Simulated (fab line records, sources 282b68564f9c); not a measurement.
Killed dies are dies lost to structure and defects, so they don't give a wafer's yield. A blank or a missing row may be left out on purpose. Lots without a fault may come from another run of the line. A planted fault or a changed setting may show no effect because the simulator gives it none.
Split-lot experiment | flow rit_cmos | 5 lots, 23 wafers read, on a route of 202 steps

THE SPLIT
At RIT_ACTIVE_CVD_03 (deposits Si3N4 from SiH2Cl2/NH3, target thk 150 nm, time 1500 s), the setting nh3_flow_sccm was moved away from the recipe's 150 sccm on 15 of the 23 wafers read, by -11.4% to +13.7%. The other wafers ran this setting at the recipe's value.

The file shows no step between the split and the reading.

THE READING
Si3N4_of_ACTIVE_CVD_03.thk_nm (the simulator's own value, which no gauge read), in nm, at RIT_FOX1_OXIDATION_00 (target thk 350.7 nm, ox time 1130 s). The file gives no usual value for it. The 8 wafers here that ran the recipe average 142.3 nm, standard deviation 0.74 nm.

wafer  | tool, chamber at the split | nh3_flow_sccm as run, sccm | against the recipe | Si3N4_of_ACTIVE_CVD_03.thk_nm, nm | against lot-mates on the recipe
L077.1 | -, -                       | 133.8                      | -10.8%             | 126.5                             | no lot-mate on the recipe
L077.3 | -, -                       | 133.8                      | -10.8%             | 128.2                             | no lot-mate on the recipe
L077.4 | -, -                       | 133.8                      | -10.8%             | 128.7                             | no lot-mate on the recipe
L077.5 | -, -                       | 133.8                      | -10.8%             | 128.5                             | no lot-mate on the recipe
L077.6 | -, -                       | 133.8                      | -10.8%             | 128.2                             | no lot-mate on the recipe
L080.1 | -, -                       | 150                        | recipe             | 143                               | -
L080.2 | -, -                       | 150                        | recipe             | 143                               | -
L080.4 | -, -                       | 150                        | recipe             | 143.2                             | -
L080.5 | -, -                       | 150                        | recipe             | 142.6                             | -
L080.6 | -, -                       | 150                        | recipe             | 142.2                             | -
L082.1 | lpcvd-01, 1                | 150                        | recipe             | 141.5                             | -
L082.3 | lpcvd-01, 1                | 150                        | recipe             | 141.1                             | -
L082.6 | lpcvd-01, 1                | 150                        | recipe             | 141.7                             | -
L084.1 | -, -                       | 170.6                      | +13.7%             | 157.8                             | no lot-mate on the recipe
L084.2 | -, -                       | 170.6                      | +13.7%             | 157.8                             | no lot-mate on the recipe
L084.3 | -, -                       | 170.6                      | +13.7%             | 157.8                             | no lot-mate on the recipe
L084.4 | -, -                       | 170.6                      | +13.7%             | 157.7                             | no lot-mate on the recipe
L084.6 | -, -                       | 170.6                      | +13.7%             | 157.3                             | no lot-mate on the recipe
L085.1 | -, -                       | 132.9                      | -11.4%             | 129.3                             | no lot-mate on the recipe
L085.3 | -, -                       | 132.9                      | -11.4%             | 129.3                             | no lot-mate on the recipe
L085.4 | -, -                       | 132.9                      | -11.4%             | 130.1                             | no lot-mate on the recipe
L085.5 | -, -                       | 132.9                      | -11.4%             | 128.5                             | no lot-mate on the recipe
L085.6 | -, -                       | 132.9                      | -11.4%             | 129.6                             | no lot-mate on the recipe

THE FIT
A straight line over all 23 wafers: Si3N4_of_ACTIVE_CVD_03.thk_nm changes by +1.17 nm for each +1% of nh3_flow_sccm; r = +1.00; the points scatter about the line by 1 nm.
Too few moved wafers have a lot-mate on the recipe to fit a line with each lot's own level taken away.

THE FILE'S OWN FIT
Si3N4_of_ACTIVE_CVD_03.thk_nm changes by +1.17 nm for each +1% of nh3_flow_sccm, r = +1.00.
